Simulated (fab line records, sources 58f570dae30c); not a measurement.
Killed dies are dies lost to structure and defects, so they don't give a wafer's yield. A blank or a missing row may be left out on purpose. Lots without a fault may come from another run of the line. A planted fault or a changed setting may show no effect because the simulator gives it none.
One fault seen from 2 desks | flow berkeley_cmos170 | each desk has only its own numbers; what lay behind them comes last

THE METROLOGY DESK
What the gauges read, lot by lot, whatever tool the lot ran on: means of the sampled wafers that have a number. A lot is out of limits, marked OUT, if its mean lies more than 4 standard deviations from the usual mean; the brackets give that distance.
Columns: A = NSD_OVL at UCB170_NSD_OVL_MEAS_07, usual -1 nm; B = M1_AL_THK at UCB170_M1_THK_MEAS_02, usual 602 nm
lot  | first seen here | A  | B
L459 | day 7 11:12     | -6 | 598
L457 | day 7 11:13     | -5 | 613
L460 | day 7 19:36     | -0 | 608
L462 | day 8 13:32     | -4 | 593
L461 | day 8 13:49     | 2  | 597
L463 | day 9 03:53     | 4  | 603
L466 | day 9 03:56     | -9 | 602
L464 | day 9 04:02     | -7 | 606
L467 | day 10 11:47    | -5 | 593
L475 | day 11 14:43    | -3 | 608
L476 | day 12 01:16    | 4  | 619
L479 | day 12 21:55    | -0 | 607
L478 | day 12 22:05    | -5 | 603
L480 | day 12 22:08    | 1  | 597
This desk's finding: nothing out of limits on any of the 14 lots.

THE TOOL OWNER'S DESK: litho_track-02
The tool's own readings at UCB170_M2_COAT_09: means of the sampled wafers that have a number, for each lot that ran on this tool. A lot is out of limits, marked OUT, if its mean lies more than 4 standard deviations from the usual mean; the brackets give that distance.
Columns: A = dispense_pressure_kPa at UCB170_M2_COAT_09, usual 52 kPa; B = spin_speed_rpm at UCB170_M2_COAT_09, usual 3000.4 rpm
lot  | first seen here | A  | B
L459 | day 8 03:14     | 48 | 2999.7
L461 | day 9 05:44     | 48 | 3001.3
L466 | day 9 19:59     | 48 | 3000.1
L467 | day 11 05:38    | 48 | 2999.6
L475 | day 12 07:08    | 48 | 2810.4 (-86) OUT
L476 | day 12 14:59    | 48 | 2810.5 (-86) OUT
This desk's finding: out of limits on L475, L476; first on L475, day 12 07:08 (spin_speed_rpm at UCB170_M2_COAT_09). In limits: L459, L461, L466, L467.

PUT TOGETHER
The tool owner's desk could have raised an alarm at day 12 07:08, on L475, L476.
The metrology desk saw nothing out of limits.
The metrology desk has L475, L476 on record, within its limits.
Of the lots named, all ran UCB170_M2_COAT_09 on litho_track-02.

WHAT THE SIMULATOR HAD PUT IN
Process parameter drift: litho_track-02, from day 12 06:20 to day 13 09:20, at UCB170_M2_COAT_09. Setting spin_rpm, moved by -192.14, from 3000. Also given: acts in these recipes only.
Lots struck among those shown: L475, L476.
Hours from the fault's start to each desk's first reading out of limits: the tool owner's desk, 1.
